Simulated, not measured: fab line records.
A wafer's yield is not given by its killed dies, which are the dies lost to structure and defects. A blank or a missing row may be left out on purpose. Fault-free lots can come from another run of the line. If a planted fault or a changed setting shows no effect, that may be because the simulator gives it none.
One fault through the eyes of 2 desks + flow berkeley_cmos170 + each desk has only its own numbers; what lay behind them comes last

== THE METROLOGY DESK ==
What the gauges read for every lot (on any tool): the sampled wafers with a number, averaged. Marked OUT: a lot whose mean sits more than 4 standard deviations from the usual mean, which makes it out of limits; the brackets give that distance.
Columns: A = cd_nm at UCB170_CONTACT_CD_MEAS_15, usual 699.7 nm; B = cd_nm at UCB170_M1_CD_MEAS_09, usual 700.5 nm
| lot  | first seen here | A     | B     |
|------|-----------------|-------|-------|
| L759 | day 7 14:28     | 699.2 | 699.8 |
| L761 | day 7 14:59     | 701.7 | 702.1 |
| L762 | day 8 01:41     | 699.9 | 701.5 |
| L763 | day 8 04:52     | 701.1 | 699.7 |
| L765 | day 8 15:26     | 699.5 | 700.7 |
| L764 | day 8 15:48     | 700.5 | 699.9 |
| L767 | day 9 04:09     | 699.3 | 700.7 |
| L772 | day 9 14:29     | 699.4 | 702.7 |
| L770 | day 9 15:00     | 699.1 | 701.3 |
| L771 | day 9 15:13     | 697.4 | 703.5 |
| L774 | day 10 04:10    | 700.7 | 699.5 |
| L773 | day 10 05:41    | 699.9 | 701.0 |
| L782 | day 11 02:20    | 698.1 | 698.6 |
| L781 | day 11 02:41    | 698.4 | 699.0 |
Finding of this desk: none of the 14 lots has anything out of limits.

== FOR THE TOOL OWNER'S DESK: rie_diel-03 ==
The tool's own readings at UCB170_CONTACT_ETCH_17 (etches BARC in N2/H2): means of the sampled wafers that have a number, for each lot that ran on this tool. Marked OUT: a lot whose mean sits more than 4 standard deviations from the usual mean, which makes it out of limits; the brackets give that distance.
Columns: A = drypump_motor_current_A at UCB170_CONTACT_ETCH_17, usual 5.5 A; B = oes_product_au at UCB170_CONTACT_ETCH_17, usual 0.998 a.u.; C = rf_fwd_power_W at UCB170_CONTACT_ETCH_17, usual 494.9 W; D = throttle_valve_pct at UCB170_CONTACT_ETCH_17, usual 13.30 %
| lot  | first seen here | A   | B                | C               | D     |
|------|-----------------|-----|------------------|-----------------|-------|
| L761 | day 7 15:08     | 5.5 | 0.993            | 495.1           | 13.18 |
| L762 | day 8 01:50     | 5.4 | 0.985            | 496.2           | 13.11 |
| L772 | day 9 14:39     | 5.5 | 0.980            | 493.1           | 13.02 |
| L771 | day 9 15:22     | 5.7 | 1.012            | 493.6           | 13.07 |
| L773 | day 10 05:49    | 5.9 | 0.933            | 414.7 (-40) OUT | 13.18 |
| L781 | day 11 02:51    | 5.7 | 0.921 (-4.0) OUT | 414.1 (-40) OUT | 13.10 |
Finding of this desk: L773, L781 out of limits; the first was L773 at day 10 05:49, on rf_fwd_power_W at UCB170_CONTACT_ETCH_17. In limits: L761, L762, L772, L771.

== ALL TOGETHER ==
The tool owner's desk could have raised an alarm at day 10 05:49, on L773, L781.
From the metrology desk's view, nothing was out of limits.
The metrology desk holds a record of L773, L781, inside its limits.
All the named lots went through UCB170_CONTACT_ETCH_17 on rie_diel-03.

== WHAT THE SIMULATOR HAD PUT IN ==
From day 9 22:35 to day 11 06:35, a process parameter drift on rie_diel-03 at UCB170_CONTACT_ETCH_17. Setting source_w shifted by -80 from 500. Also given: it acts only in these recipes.
Struck lots among those shown: L773, L781.
How many hours passed from the start of the fault until each desk's first out-of-limits reading: the tool owner's desk, 7.
